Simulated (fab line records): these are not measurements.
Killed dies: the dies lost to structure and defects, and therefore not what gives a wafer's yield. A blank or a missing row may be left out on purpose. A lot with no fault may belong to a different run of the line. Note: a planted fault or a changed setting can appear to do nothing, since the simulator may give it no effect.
A lot that was struck, set against a sound lot | flow rit cmos | 26 out of 202 route steps
Sound: wafers L821.2, L821.4, L821.6. The struck wafers were L826.1, L826.4, L826.6. The cause is named last.
For every step that has rows: the tool of each side, followed by ch and its chambers, followed by its first start. Under that, the readings that differ: sound wafers | struck wafers | difference of the means | sigmas: that difference in standard deviations of wafers without a fault.
alike: readings with means less than 2 such deviations apart, plus words and numbers identical on both sides. not compared: withheld readings, readings lacking a value on some wafer, bounds such as >300 that could conceal the same value, and numbers that have no deviation in the record and whose values overlap.
Wherever a step has rows on one side only, a row that says differs or no value, or a row with sigmas, the two part there. Numbers that don't overlap but have no deviation are shown without sigmas and don't part them. A reading missing from all wafers of one side parts the sides only when that side holds two or more wafers.

first, 2 steps without rows for these wafers: RIT_FOX2_CLEAN_02 (cleans in dHF, time 180 s); RIT_FOX2_WET_ETCH_03 (etches Si3N4 in H3PO4, target depth 195 nm, time 2700 s).
RIT_FOX2_THK_MEAS_90:
  sound: film metro-04 at day 2 10:21; struck: film metro-03 at day 3 11:20
  alike: FIELD_OXIDE_LEFT_1_THK
then, 6 steps without rows for these wafers: RIT_NWELL_HMDS_00 (prime time 60 s); RIT_NWELL_COAT_01 (resist thk 1300 nm); RIT_NWELL_SOFTBAKE_02 (time 57.39 s); RIT_NWELL_EXPOSE_03 (exposes mask M2, target cd 43900 nm); RIT_NWELL_PEB_04; RIT_NWELL_DEVELOP_05 (develop time 68 s).
RIT_NWELL_OVL_MEAS_06:
  sound: overlay-01 at day 2 11:25; struck: overlay-01 at day 3 12:16
  alike: NWELL_OVL
then, 2 steps without rows for these wafers: RIT_NWELL_HARDBAKE_07 (time 120 s); RIT_NWELL_IMPLANT_08.
RIT_NWELL_STRIP_09: strips in O2, time 180 s.
  sound on plasma asher-01 ch 0, day 2 11:50; struck on plasma asher-01 ch 0,1, day 3 12:43
  no value came back on the struck wafers for chamber pressure mTorr (mTorr), drypump motor current A (A); on the sound wafers chamber pressure mTorr (mTorr) reads 3995 4008 3999
  reading                                    | sound | struck         | difference | sigmas
  model.NOVOLAK_of_NWELL_COAT_01.thk nm (nm) | 0 0 0 | 1137 1137 1138 | +1137      |
  not compared: rf hours counter h
RIT_NWELL_TW_MEAS_10:
  sound: film metro-03 at day 2 12:02; struck: film metro-02 at day 3 12:53
  alike: NWELL_TW
then, 2 steps without rows for these wafers: RIT_PWELL_HMDS_00 (prime time 60 s); RIT_PWELL_COAT_01 (resist thk 1300 nm).
RIT_PWELL_SOFTBAKE_02: time 61.64 s.
  sound on litho track-02 ch 0, day 2 12:41; struck on litho track-02 ch 0, day 3 13:14
  alike: plate sensor t centre C, plate sensor t edge C
then, 3 steps without rows for these wafers: RIT_PWELL_EXPOSE_03 (exposes mask M3, target cd 43700 nm); RIT_PWELL_PEB_04; RIT_PWELL_DEVELOP_05 (develop time 68 s).
RIT_PWELL_OVL_MEAS_06:
  sound: overlay-02 at day 2 13:15; struck: overlay-02 at day 3 13:59
  alike: PWELL_OVL
then, 2 steps without rows for these wafers: RIT_PWELL_HARDBAKE_07 (time 120 s); RIT_PWELL_IMPLANT_08.
RIT_PWELL_STRIP_09: strips in O2, time 180 s.
  sound on plasma asher-01 ch 0,1, day 2 13:41; struck on plasma asher-02 ch 0,1, day 3 14:32
  alike: chamber pressure mTorr, drypump motor current A
  not compared: rf hours counter h
RIT_PWELL_TW_MEAS_10:
  sound: film metro-01 at day 2 13:52; struck: film metro-01 at day 3 14:43
  reading  | sound       | struck   | difference | sigmas
  PWELL_TW | 951 955 955 | 30 30 30 | -924       | -99 or more
then, 1 step without rows for these wafers: RIT_WELLDRIVE_ANNEAL_00 (time 14700 s).

WHERE THEY PART
First at RIT_NWELL_STRIP_09; last, within this record, at RIT_PWELL_TW_MEAS_10.

WHY: the cause the simulator had injected
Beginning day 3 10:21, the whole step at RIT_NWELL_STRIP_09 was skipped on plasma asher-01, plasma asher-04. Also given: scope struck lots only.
